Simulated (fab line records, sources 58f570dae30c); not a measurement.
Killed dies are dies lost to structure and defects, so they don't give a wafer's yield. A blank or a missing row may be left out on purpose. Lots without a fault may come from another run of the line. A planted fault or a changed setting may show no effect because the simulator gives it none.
Which tool did it? | flow berkeley_cmos170 | 14 lots, 42 wafers sampled, at 4 steps of a route of 331

WHAT THE GAUGES READ, wafer by wafer
UCB170_PWELL_THK_MEAS_06.
lot  | measured    | on            | PWELL_NITRIDE_THK (nm)
L311 | day 3 10:11 | film_metro-01 | 218.5 220.8 219.8
L310 | day 3 10:14 | film_metro-03 | 221.1 223.0 222.2
L312 | day 3 17:48 | film_metro-03 | 219.1 221.2 220.6
L313 | day 3 17:48 | film_metro-04 | 221.1 219.3 220.8
L314 | day 4 13:41 | film_metro-04 | 220.7 220.2 219.3
L315 | day 4 13:44 | film_metro-04 | 222.9 222.2 221.0
L318 | day 5 00:29 | film_metro-03 | 221.2 220.7 221.7
L317 | day 5 00:29 | film_metro-04 | 215.1 215.9 214.2
L319 | day 5 14:31 | film_metro-01 | 221.0 222.9 224.5
L325 | day 6 13:31 | film_metro-04 | 219.6 220.0 218.5
L327 | day 6 19:00 | film_metro-04 | 218.8 219.8 220.5
L329 | day 7 05:15 | film_metro-01 | 221.8 223.9 222.8
L330 | day 7 17:38 | film_metro-03 | 220.5 216.3 218.3
L331 | day 7 17:43 | film_metro-03 | 216.7 215.7 216.3

UCB170_NVT_TW_MEAS_09.
lot  | measured     | on            | NVT_TW
L311 | day 6 05:38  | film_metro-02 | 520 524 521
L310 | day 6 15:23  | film_metro-02 | 520 521 520
L312 | day 6 15:07  | film_metro-01 | 532 529 531
L313 | day 6 15:07  | film_metro-04 | 522 520 523
L314 | day 7 14:30  | film_metro-02 | 522 525 522
L315 | day 7 14:06  | film_metro-01 | 525 529 528
L318 | day 7 21:13  | film_metro-01 | 529 526 525
L317 | day 7 20:56  | film_metro-04 | 520 519 521
L319 | day 8 19:41  | film_metro-04 | 567 568 568
L325 | day 9 10:11  | film_metro-01 | 571 570 570
L327 | day 9 22:58  | film_metro-01 | 531 529 527
L329 | day 10 04:55 | film_metro-04 | 526 522 524
L330 | day 10 19:25 | film_metro-02 | 521 520 518
L331 | day 10 19:08 | film_metro-04 | 520 517 517

WHICH TOOL RAN EACH LOT (tool, then ch and the chambers of the sampled wafers, then the start)
lot  | UCB170_PFIELD_STRIP_08              | UCB170_NVT_IMPLANT_07
L311 | plasma_asher-03 ch 1, day 4 21:50   | implanter-01 ch 0, day 6 05:24
L310 | plasma_asher-01 ch 0,1, day 5 03:41 | implanter-02 ch 0, day 6 15:08
L312 | plasma_asher-03 ch 1, day 5 03:20   | implanter-01 ch 0, day 6 14:52
L313 | plasma_asher-04 ch 0,1, day 5 03:27 | implanter-04 ch 0, day 6 14:52
L314 | plasma_asher-03 ch 0,1, day 6 03:29 | implanter-02 ch 0, day 7 14:17
L315 | plasma_asher-03 ch 0,1, day 6 03:33 | implanter-04 ch 0, day 7 13:52
L318 | plasma_asher-03 ch 0,1, day 6 09:46 | implanter-04 ch 0, day 7 20:58
L317 | plasma_asher-03 ch 0,1, day 6 09:34 | implanter-02 ch 0, day 7 20:42
L319 | plasma_asher-04 ch 0,1, day 7 05:36 | implanter-04 ch 0, day 8 19:26
L325 | plasma_asher-01 ch 0,1, day 7 21:40 | implanter-04 ch 0, day 9 09:59
L327 | plasma_asher-01 ch 0,1, day 8 09:40 | implanter-02 ch 0, day 9 22:43
L329 | plasma_asher-03 ch 0,1, day 8 16:22 | implanter-02 ch 0, day 10 04:40
L330 | plasma_asher-01 ch 0,1, day 9 06:22 | implanter-02 ch 0, day 10 19:10
L331 | plasma_asher-03 ch 0,1, day 9 05:43 | implanter-01 ch 0, day 10 18:55
- UCB170_PFIELD_STRIP_08: strips in O2.
- UCB170_NVT_IMPLANT_07

WHAT THE TOOLS THEMSELVES READ (means of the sampled wafers that have a number; where no wafer has one, the mark that the record gives instead)
UCB170_PFIELD_STRIP_08.
lot  | tool            | drypump_motor_current_A (A) | oes_product_au (a.u.) | strip_time_to_endpoint_s (s)
L311 | plasma_asher-03 | 6.3                         | 0.738                 | 21.56
L310 | plasma_asher-01 | 5.6                         | 0.734                 | 21.66
L312 | plasma_asher-03 | 6.3                         | 0.737                 | 21.68
L313 | plasma_asher-04 | 5.5                         | 0.735                 | 21.72
L314 | plasma_asher-03 | 6.2                         | 0.732                 | 21.74
L315 | plasma_asher-03 | 6.0                         | 0.731                 | 21.57
L318 | plasma_asher-03 | 6.0                         | 0.734                 | 21.63
L317 | plasma_asher-03 | 6.0                         | 0.735                 | 21.65
L319 | plasma_asher-04 | 5.5                         | 0.730                 | 21.67
L325 | plasma_asher-01 | 5.4                         | 0.737                 | 21.62
L327 | plasma_asher-01 | 5.6                         | 0.737                 | 21.66
L329 | plasma_asher-03 | 6.0                         | 0.733                 | 21.69
L330 | plasma_asher-01 | 5.6                         | 0.728                 | 21.68
L331 | plasma_asher-03 | 6.2                         | 0.742                 | 21.69

UCB170_NVT_IMPLANT_07.
lot  | tool         | beam_energy_keV
L311 | implanter-01 | 50.002
L310 | implanter-02 | 50.009
L312 | implanter-01 | 49.987
L313 | implanter-04 | 50.000
L314 | implanter-02 | 49.980
L315 | implanter-04 | 49.979
L318 | implanter-04 | 50.008
L317 | implanter-02 | 49.998
L319 | implanter-04 | 67.509
L325 | implanter-04 | 67.494
L327 | implanter-02 | 49.993
L329 | implanter-02 | 50.003
L330 | implanter-02 | 50.009
L331 | implanter-01 | 49.997

THE ANSWER, worked out from the rows above alone
Rule: what is usual is taken from the lots themselves. Put in order of their means at a reading, lots are off if they are a third of the lots or fewer, leave a main group of 4 or more, and stand apart from it by a gap of 3 or more times the standard deviation of the main group's means; of several such gaps the widest counts. A main group whose means are all the same, to the digits that the tables above print for the reading, isn't used. A lot without any number at a reading at which 4 lots or more have one is off too. The other lots that the step has rows for count as sound. The gauges are gone through in route order, then the tools' own readings, and for those a lot's mean is taken as printed above. The first step at which some lot is off is used, and at that step the reading that is off furthest; a lot without a number counts as furthest.
Off: L319, L325, at UCB170_NVT_TW_MEAS_09 (NVT_TW). The main group: mean 524, standard deviation 3.9.
A tool fits if, at a process step before that reading, it ran every lot that is off, and no sound lot after the first of them. The gauges at UCB170_NVT_TW_MEAS_09 aren't tried: what is off there is off at UCB170_NVT_IMPLANT_07 too, on other tools, and a gauge's error can't cause that. One fits: implanter-04 at UCB170_NVT_IMPLANT_07. Its last sound lot is L318 (day 7 20:58), its first lot that is off L319 (day 8 19:26): a fault that began between those two fits.
The tool's own readings at UCB170_NVT_IMPLANT_07 bear it out: on the lots that are off they differ by more than 5 times the standard deviation of the sound lots' means. beam_energy_keV reads 67.501 there against 49.997 on the sound lots.

WHAT THE SIMULATOR HAD PUT IN
Process parameter drift: implanter-04, from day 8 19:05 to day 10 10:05, at UCB170_NVT_IMPLANT_07. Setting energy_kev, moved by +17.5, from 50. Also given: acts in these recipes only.
Lots struck among those shown: L319, L325. The rule above found the same.
